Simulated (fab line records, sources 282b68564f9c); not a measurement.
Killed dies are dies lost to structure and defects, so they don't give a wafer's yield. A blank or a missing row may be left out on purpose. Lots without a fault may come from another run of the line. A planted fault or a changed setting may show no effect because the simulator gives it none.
A struck lot beside a sound one | flow rit_cmos | 22 steps out of a route of 202
Sound: wafers L578.3, L578.4, L578.6. Struck: wafers L586.1, L586.2, L586.4. The cause comes at the end.
At each step with rows: each side's tool, then ch and its chambers, then its first start. Under that, the readings that differ: sound wafers | struck wafers | difference of the means | sigmas: that difference in standard deviations of wafers without a fault.
alike: readings whose means differ by less than 2 such deviations, and words and numbers that are the same on both sides. not compared: withheld readings, readings that some wafer has no value for, bounds like >300 that may hide the same value, and numbers for which the record gives no deviation and whose values overlap.
The two part at a step that has a row with sigmas, a row that says differs or no value, or rows on one side only. Numbers that don't overlap but have no deviation are shown without sigmas and don't part them. A reading that every wafer of one side lacks parts them only if that side has two wafers or more.

first, 2 steps without rows for these wafers: RIT_NSD_HARDBAKE_07 (time 60 s); RIT_NSD_IMPLANT_08.
RIT_NSD_STRIP_09: strips in O2, time 180 s.
  sound on plasma_asher-01 ch 0,1, day 3 06:53; struck on plasma_asher-02 ch 0,1, day 4 20:29
  alike: drypump_motor_current_A, o2_flow_sccm
  not compared: rf_hours_counter_h
RIT_NSD_TW_MEAS_10:
  sound on film_metro-02, day 3 07:01; struck on film_metro-04, day 4 20:40
  alike: NSD_TW
then, 6 steps without rows for these wafers: RIT_PSD_HMDS_00 (prime time 60 s); RIT_PSD_COAT_01 (resist thk 1000 nm); RIT_PSD_SOFTBAKE_02 (time 60 s); RIT_PSD_EXPOSE_03 (exposes mask M10, target cd 40900 nm); RIT_PSD_PEB_04; RIT_PSD_DEVELOP_05 (develop time 50 s).
RIT_PSD_OVL_MEAS_06:
  sound on overlay-02, day 3 08:03; struck on overlay-02, day 4 21:38
  alike: PSD_OVL
then, 1 step without rows for these wafers: RIT_PSD_HARDBAKE_07 (time 60 s).
RIT_PSD_IMPLANT_08:
  sound on implanter-01 ch 0, day 3 08:16; struck on implanter-01 ch 0, day 4 21:49
  reading                   | sound                | struck               | difference | sigmas
  beam_energy_keV           | 26.991 27.003 26.994 | 32.942 32.936 32.938 | +5.943     | +99 or more
  model.implant.rp_nm (nm)  | 22.26 22.26 22.26    | 25.47 25.47 25.47    | +3.21      |
  model.implant.drp_nm (nm) | 12.05 12.05 12.05    | 13.85 13.85 13.85    | +1.80      |
RIT_PSD_STRIP_09: strips in O2, time 180 s.
  sound on plasma_asher-03 ch 0,1, day 3 08:26; struck on plasma_asher-01 ch 0,1, day 4 21:58
  reading                     | sound       | struck      | difference | sigmas
  drypump_motor_current_A (A) | 6.7 6.4 6.7 | 5.2 5.7 5.2 | -1.2       | -2
  alike: o2_flow_sccm
  not compared: rf_hours_counter_h
RIT_PSD_TW_MEAS_10:
  sound on film_metro-02, day 3 08:34; struck on film_metro-02, day 4 22:08
  reading | sound          | struck         | difference | sigmas
  PSD_TW  | 3417 3436 3409 | 3560 3568 3548 | +138       | +7
then, 3 steps without rows for these wafers: RIT_SDANNEAL_CLEAN_00 (cleans in SC1, time 600 s); RIT_SDANNEAL_CLEAN_01 (cleans in dHF, time 30 s); RIT_SDANNEAL_CLEAN_02 (cleans in SC2, time 600 s).
RIT_SDANNEAL_RTA_03: time 5 s.
  sound on rtp_anneal-02 ch 0, day 3 08:59; struck on rtp_anneal-02 ch 0, day 4 22:34
  alike: wafer_temp_C_max
RIT_SDANNEAL_RS_MEAS_04: measures by four-point-probe.
  sound on film_metro-03, day 3 09:04; struck on film_metro-02, day 4 22:37
  reading         | sound             | struck            | difference | sigmas
  PSD_RS (ohm/sq) | 116.1 116.3 116.2 | 104.1 104.1 104.1 | -12.1      | -40
RIT_SDANNEAL_RS_MEAS_05: measures by four-point-probe.
  sound on film_metro-03, day 3 09:11; struck on film_metro-02, day 4 22:44
  alike: NSD_RS
RIT_M1_PROBE_99:
  sound on prober-02, day 3 16:23; struck on prober-02, day 5 08:01
  reading                                 | sound             | struck            | difference | sigmas
  model.etest.nwell_pinched.rs_ohm_sq     | 332.9 335.5 334.3 | 341 340.8 340.9   | +7         |
  model.etest.contact_pplus.end_ohm_um    | 40.85 42.8 41.71  | 38.75 37.34 37.63 | -3.88      |
  model.etest.diode_pplus_nwell.bv_v (V)  | 6.714 6.648 6.665 | 6.812 6.918 6.903 | +0.202     |
  model.etest.vpnp.gain                   | 1.094 1.086 1.095 | 1.258 1.287 1.259 | +0.176     |
  model.etest.diode_pplus_nwell.cj_ff_um2 | 1.688 1.691 1.687 | 1.619 1.595 1.601 | -0.084     |
  model.etest.diode_pplus_comb.cj_ff_um2  | 1.984 1.981 1.982 | 1.939 1.935 1.937 | -0.045     |
  alike: killed_at_front_end, killed_dies, killed_open, killed_short
  not compared: model.etest.pmos_0p15.bv_v, model.etest.pmos_0p3.bv_v

WHERE THEY PART
First at RIT_PSD_IMPLANT_08; last, within this record, at RIT_SDANNEAL_RS_MEAS_04. Later steps at which nothing parts them and some readings are alike: RIT_SDANNEAL_RS_MEAS_05, RIT_M1_PROBE_99.

WHY: what the simulator had put in
Process parameter drift: implanter-01, from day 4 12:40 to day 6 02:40, at RIT_PSD_IMPLANT_08. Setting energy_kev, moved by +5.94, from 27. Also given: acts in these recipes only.
